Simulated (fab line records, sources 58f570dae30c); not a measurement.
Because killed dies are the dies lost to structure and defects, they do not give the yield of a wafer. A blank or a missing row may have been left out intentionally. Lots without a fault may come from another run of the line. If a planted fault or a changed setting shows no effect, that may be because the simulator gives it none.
Chamber matching || flow berkeleyCmos170 || 4 sister chambers for UCB170_M3_ETCH_17 on rieDiel-03
The step etches BARC in N2/H2. 16 wafers are shown with their chamber, then 8 later ones without.

== WAFERS PAIRED WITH THEIR CHAMBERS ==
{"wafer": "L751.1", "chamber": 0, "drypumpMotorCurrentA (A)": 6.6, "throttleValvePct (%)": 12.90, "oesProductAu (a.u.)": 0.980}
{"wafer": "L751.3", "chamber": 2, "drypumpMotorCurrentA (A)": 6.4, "throttleValvePct (%)": 13.14, "oesProductAu (a.u.)": 0.981}
{"wafer": "L751.6", "chamber": 3, "drypumpMotorCurrentA (A)": 5.8, "throttleValvePct (%)": 13.11, "oesProductAu (a.u.)": 1.022}
{"wafer": "L754.2", "chamber": 1, "drypumpMotorCurrentA (A)": 5.0, "throttleValvePct (%)": 13.51, "oesProductAu (a.u.)": 1.024}
{"wafer": "L754.3", "chamber": 3, "drypumpMotorCurrentA (A)": 5.8, "throttleValvePct (%)": 13.13, "oesProductAu (a.u.)": 1.023}
{"wafer": "L754.6", "chamber": 3, "drypumpMotorCurrentA (A)": 5.7, "throttleValvePct (%)": 13.13, "oesProductAu (a.u.)": 1.036}
{"wafer": "L753.2", "chamber": 0, "drypumpMotorCurrentA (A)": 6.6, "throttleValvePct (%)": 12.88, "oesProductAu (a.u.)": 0.991}
{"wafer": "L753.4", "chamber": 1, "drypumpMotorCurrentA (A)": 5.0, "throttleValvePct (%)": 13.48, "oesProductAu (a.u.)": 1.022}
{"wafer": "L753.6", "chamber": 2, "drypumpMotorCurrentA (A)": 6.4, "throttleValvePct (%)": 13.14, "oesProductAu (a.u.)": 1.005}
{"wafer": "L755.1", "chamber": 2, "drypumpMotorCurrentA (A)": 6.4, "throttleValvePct (%)": 13.13, "oesProductAu (a.u.)": 0.980}
{"wafer": "L755.5", "chamber": 2, "drypumpMotorCurrentA (A)": 6.4, "throttleValvePct (%)": 13.13, "oesProductAu (a.u.)": 0.987}
{"wafer": "L755.6", "chamber": 1, "drypumpMotorCurrentA (A)": 5.0, "throttleValvePct (%)": 13.51, "oesProductAu (a.u.)": 1.020}
{"wafer": "L759.1", "chamber": 2, "drypumpMotorCurrentA (A)": 6.4, "throttleValvePct (%)": 13.14, "oesProductAu (a.u.)": 0.989}
{"wafer": "L759.5", "chamber": 2, "drypumpMotorCurrentA (A)": 6.4, "throttleValvePct (%)": 13.14, "oesProductAu (a.u.)": 0.990}
{"wafer": "L759.6", "chamber": 1, "drypumpMotorCurrentA (A)": 5.0, "throttleValvePct (%)": 13.52, "oesProductAu (a.u.)": 1.013}
{"wafer": "L767.2", "chamber": 0, "drypumpMotorCurrentA (A)": 6.6, "throttleValvePct (%)": 12.91, "oesProductAu (a.u.)": 0.988}

SIGNATURES, as means of the wafers listed above
{"reading": "drypumpMotorCurrentA", "chamber 0": 6.600, "chamber 1": 5.000, "chamber 2": 6.400, "chamber 3": 5.767, "scatter within a chamber": 0.0236}
{"reading": "throttleValvePct", "chamber 0": 12.8967, "chamber 1": 13.5050, "chamber 2": 13.1367, "chamber 3": 13.1233, "scatter within a chamber": 0.0121}
{"reading": "oesProductAu", "chamber 0": 0.98633, "chamber 1": 1.01975, "chamber 2": 0.98867, "chamber 3": 1.02700, "scatter within a chamber": 0.00742}
Rule: distance of a wafer from a chamber = root of the sum over the readings of ((wafer's reading minus chamber's mean) / reading's scatter) squared. The wafer belongs to the nearest chamber; if the next one is less than 2 further off, it can't be placed. How the scatter is found: for the shown wafers, subtract from each reading the mean of its chamber, square and add these, divide the total by (wafers less chambers), then take the root.

== WAFERS MISSING THEIR CHAMBER ==
{"wafer": "L767.3", "drypumpMotorCurrentA (A)": 5.0, "throttleValvePct (%)": 13.49, "oesProductAu (a.u.)": 1.007}
{"wafer": "L767.5", "drypumpMotorCurrentA (A)": 6.5, "throttleValvePct (%)": 13.15, "oesProductAu (a.u.)": 0.987}
{"wafer": "L769.1", "drypumpMotorCurrentA (A)": 6.6, "throttleValvePct (%)": 12.91, "oesProductAu (a.u.)": 0.978}
{"wafer": "L769.2", "drypumpMotorCurrentA (A)": 5.0, "throttleValvePct (%)": 13.50, "oesProductAu (a.u.)": 1.014}
{"wafer": "L769.4", "drypumpMotorCurrentA (A)": 5.7, "throttleValvePct (%)": 13.12, "oesProductAu (a.u.)": 1.024}
{"wafer": "L770.3", "drypumpMotorCurrentA (A)": 6.4, "throttleValvePct (%)": 13.12, "oesProductAu (a.u.)": 0.994}
{"wafer": "L770.4", "drypumpMotorCurrentA (A)": 5.0, "throttleValvePct (%)": 13.50, "oesProductAu (a.u.)": 1.013}
{"wafer": "L770.6", "drypumpMotorCurrentA (A)": 6.6, "throttleValvePct (%)": 12.89, "oesProductAu (a.u.)": 0.969}

== WHICH CHAMBER EACH WENT THROUGH ==
{"wafer": "L767.3", "from the rows above": 1, "in truth": 1}
{"wafer": "L767.5", "from the rows above": 2, "in truth": 2}
{"wafer": "L769.1", "from the rows above": 0, "in truth": 0}
{"wafer": "L769.2", "from the rows above": 1, "in truth": 1}
{"wafer": "L769.4", "from the rows above": 3, "in truth": 3}
{"wafer": "L770.3", "from the rows above": 2, "in truth": 2}
{"wafer": "L770.4", "from the rows above": 1, "in truth": 1}
{"wafer": "L770.6", "from the rows above": 0, "in truth": 0}
Correctly placed: 8 of 8. Left unplaced by these rows: 0. Wrongly placed: 0.
